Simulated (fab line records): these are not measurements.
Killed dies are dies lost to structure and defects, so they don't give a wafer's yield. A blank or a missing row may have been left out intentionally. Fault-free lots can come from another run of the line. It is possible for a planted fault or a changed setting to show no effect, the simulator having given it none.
Which of the tools did it? ; flow rit_cmos ; Sampling: 14 lots, 42 wafers, 2 of 202 route steps

== WHAT THE GAUGES READ, wafer by wafer ==
RIT_NRETRO_OVL_MEAS_06. Usual: NRETRO_OVL typically reads 0.0 nm, with standard deviation 1.4.
lot;measured;on;NRETRO_OVL (nm);flag
L128;day 2 06:42;overlay-02;1.6 2.9 0.0;
L129;day 2 13:15;overlay-01;0.3 0.8 0.0;
L130;day 2 19:26;overlay-01;2.1 1.6 3.3;
L131;day 2 20:44;overlay-01;-0.5 1.7 0.0;
L132;day 3 02:04;overlay-01;0.9 -0.3 1.4;
L133;day 3 09:15;overlay-01;-0.6 -1.5 -1.8;
L134;day 3 13:34;overlay-01;- - -;OFF
L135;day 3 18:09;overlay-02;- - -;OFF
L137;day 4 06:40;overlay-02;- - -;OFF
L141;day 5 00:29;overlay-02;- - -;OFF
L147;day 6 08:03;overlay-02;0.0 -1.2 1.8;
L148;day 6 10:09;overlay-02;-2.7 -1.3 0.1;
L150;day 6 20:22;overlay-01;-1.4 -2.5 0.2;
L151;day 7 03:03;overlay-02;0.3 -1.7 -1.7;

== WHICH TOOL RAN EACH LOT (tool, then ch and the chambers of the sampled wafers, then the start) ==
lot;RIT_NRETRO_EXPOSE_03
L128;iline_stepper-02 ch 0, day 2 06:16
L129;iline_stepper-01 ch 0, day 2 12:49
L130;iline_stepper-01 ch 0, day 2 19:03
L131;iline_stepper-01 ch 0, day 2 20:18
L132;iline_stepper-01 ch 0, day 3 01:39
L133;iline_stepper-02 ch 0, day 3 08:49
L134;iline_stepper-01 ch 0, day 3 13:08
L135;iline_stepper-01 ch 0, day 3 17:43
L137;iline_stepper-01 ch 0, day 4 06:14
L141;iline_stepper-01 ch 0, day 5 00:03
L147;iline_stepper-02 ch 0, day 6 07:37
L148;iline_stepper-02 ch 0, day 6 09:43
L150;iline_stepper-02 ch 0, day 6 19:56
L151;iline_stepper-02 ch 0, day 7 02:38
- RIT_NRETRO_EXPOSE_03: exposes mask M4, target cd 43900 nm.

== AS READ BY THE TOOLS THEMSELVES (means over the sampled wafers that have a number; for cases with no such wafer, the mark the record gives instead) ==
RIT_NRETRO_EXPOSE_03. Usual: focus_offset_nm 0.0 nm, standard deviation 0.57; stage_vel_mm_s 499.99 mm/s, standard deviation 0.24.
lot;tool;focus_offset_nm (nm);stage_vel_mm_s (mm/s);flag
L128;iline_stepper-02;0.2;500.09;
L129;iline_stepper-01;-0.1;499.92;
L130;iline_stepper-01;0.2;499.88;
L131;iline_stepper-01;-0.5;499.90;
L132;iline_stepper-01;0.1;500.09;
L133;iline_stepper-02;0.2;500.12;
L134;iline_stepper-01;-0.1;500.13;
L135;iline_stepper-01;0.2;499.77;
L137;iline_stepper-01;0.4;499.89;
L141;iline_stepper-01;-0.6;499.43;
L147;iline_stepper-02;0.9;499.76;
L148;iline_stepper-02;0.1;500.19;
L150;iline_stepper-02;0.2;499.69;
L151;iline_stepper-02;0.4;499.85;

== THE ANSWER, worked out from the rows above alone ==
Rule: lot off if the mean of its wafers having a number is beyond 3 standard deviations from the usual mean. Also off: a lot with no number at a reading for which 4 or more lots have one. The other lots that the step has rows for count as sound. The gauges are gone through in route order, then the tools' own readings, and for those a lot's mean is taken as printed above. The first step at which some lot is off is used, and at that step the reading that is off furthest; a lot without a number counts as furthest.
Off: L134, L135, L137, L141, at RIT_NRETRO_OVL_MEAS_06 (NRETRO_OVL). Without a number there: L134, L135, L137, L141.
A tool fits if, at a process step before that reading, it ran every lot that is off, and no sound lot after the first of them. Gauges at RIT_NRETRO_OVL_MEAS_06: tried the same way as those tools. One fits: RIT_NRETRO_EXPOSE_03 on iline_stepper-01. A fault onset in the window from L132 (day 3 01:39, its last sound lot) to L134 (day 3 13:08, its first lot off) fits.

== WHAT THE SIMULATOR HAD INSERTED ==
Scanner matching overlay: iline_stepper-01, from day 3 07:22 on, at RIT_NRETRO_EXPOSE_03. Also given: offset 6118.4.
Lots struck among those shown: L134, L135, L137, L141. The rule given above showed the same thing.
